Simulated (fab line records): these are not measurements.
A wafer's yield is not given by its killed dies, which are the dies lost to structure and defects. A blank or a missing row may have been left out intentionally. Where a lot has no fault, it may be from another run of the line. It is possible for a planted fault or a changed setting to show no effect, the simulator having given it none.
Split-lot experiment	flow ritCmos	route with 202 steps; 5 lots, 23 wafers read

ABOUT THE SPLIT
At RIT_CONTACT_COAT_03 (resist thk 1000 nm), the setting resistThkNm was moved away from the recipe's 1000 nm on 6 of the 23 wafers read, by +3.5% to +4.9%. All remaining wafers had this setting at the recipe value.

FROM THE SPLIT TO THE READING: what the file shows between them, 3 steps
- RIT_CONTACT_SOFTBAKE_04: time 60 s
- RIT_CONTACT_EXPOSE_05: exposes mask M11, target cd 1000 nm
- RIT_CONTACT_HARDBAKE_10: time 60 s

THE READING
NOVOLAK_of_CONTACT_COAT_03.thkNm (the simulator's own value, which no gauge read), in nm, at RIT_CONTACT_ETCH_11 (etches SiO2 in CHF3/CF4/Ar, stops on TiSi2, target depth 480 nm, time 320 s). The file does not state a usual value for it. Average 766.4 nm, standard deviation 2.6 nm, over the 17 wafers here run with the recipe.

wafer	tool, chamber at the split	resistThkNm as run, nm	against the recipe	NOVOLAK_of_CONTACT_COAT_03.thkNm, nm	against lot-mates on the recipe
L074.2	lithoTrack-03, 0	1000	recipe	767.6	-
L074.3	lithoTrack-03, 0	1000	recipe	766.9	-
L074.4	lithoTrack-03, 0	1000	recipe	765.4	-
L074.5	lithoTrack-03, 0	1000	recipe	766.3	-
L074.6	lithoTrack-03, 0	1000	recipe	764	-
L076.1	lithoTrack-02, 0	1049	+4.9%	807.1	+39.8
L076.2	lithoTrack-02, 0	1000	recipe	765.6	-
L076.3	lithoTrack-02, 0	1049	+4.9%	813.7	+46.4
L076.4	lithoTrack-02, 0	1000	recipe	769.1	-
L076.5	lithoTrack-02, 0	1049	+4.9%	807.3	+39.9
L077.1	lithoTrack-04, 0	1000	recipe	768.9	-
L077.2	lithoTrack-04, 0	1000	recipe	765.2	-
L077.4	lithoTrack-04, 0	1000	recipe	770.2	-
L077.5	lithoTrack-04, 0	1000	recipe	770.3	-
L077.6	lithoTrack-04, 0	1000	recipe	763.1	-
L082.1	lithoTrack-04, 0	1000	recipe	763.4	-
L082.2	lithoTrack-04, 0	1000	recipe	763.8	-
L082.3	lithoTrack-04, 0	1000	recipe	761.6	-
L083.1	lithoTrack-03, 0	1035	+3.5%	803.4	+34.4
L083.3	lithoTrack-03, 0	1035	+3.5%	806.4	+37.4
L083.4	lithoTrack-03, 0	1000	recipe	768	-
L083.5	lithoTrack-03, 0	1000	recipe	770	-
L083.6	lithoTrack-03, 0	1035	+3.5%	799.3	+30.3

FIT RESULTS
A straight line over all 23 wafers: NOVOLAK_of_CONTACT_COAT_03.thkNm changes by +9.29 nm for each +1% of resistThkNm; r = +0.98; the points scatter about the line by 3.4 nm.
The same after taking each lot's own level away (the mean of its wafers on the recipe; 23 wafers): +8.93 nm for each +1%; r = +0.99; scatter 2.6 nm.
Per that fit: largest resistThkNm move, reading shift of 44 nm.
The span of the lots' own levels, 762.93 to 769.00 nm, comes to 2.3 times the standard deviation stated above.
So the lot-to-lot level changes the slope little: the two slopes agree.
Check: with one of the wafers moved furthest among these (+4.9%) left out of the fit, the line predicts +45.1 nm for it against its lot-mates. Against them it came out at +39.8 nm.

THE OTHER SPLITS THESE WAFERS WENT THROUGH
Before the reading, these wafers also passed through other splits. Each is held against what the fit with the lots' levels taken away leaves over:
other split on the same wafers	wafers away from the commonest value	r with NOVOLAK_of_CONTACT_COAT_03.thkNm (lot level and that fit taken away)
RIT_GATE_DEVELOP_15 developTimeS	6	+0.07
RIT_NLDD_IMPLANT_08 energyKev	6	-0.38
RIT_SPACER_ETCHBACK_05 timeS	8	+0.00
RIT_SDANNEAL_RTA_03 timeS	6	-0.20

THE WHOLE CHAIN: every reading that the file lists as answering this split, in the file's order
step	what it does	reading	change (the file's fit)	r (the file's)
RIT_CONTACT_COAT_03	resist thk 1000 nm	NOVOLAK_of_CONTACT_COAT_03.thkNm (the simulator's own value, which no gauge read)	+9.92 nm for each +1% of the setting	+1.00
RIT_CONTACT_HARDBAKE_10	time 60 s	NOVOLAK_of_CONTACT_COAT_03.thkNm (the simulator's own value, which no gauge read)	+8.68 nm for each +1% of the setting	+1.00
RIT_CONTACT_ETCH_11	etches SiO2 in CHF3/CF4/Ar, stops on TiSi2, target depth 480 nm, time 320 s	NOVOLAK_of_CONTACT_COAT_03.thkNm (the simulator's own value, which no gauge read)	+8.95 nm for each +1% of the setting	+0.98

FILE'S OWN FIT
NOVOLAK_of_CONTACT_COAT_03.thkNm changes by +8.95 nm for each +1% of resistThkNm, r = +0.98.
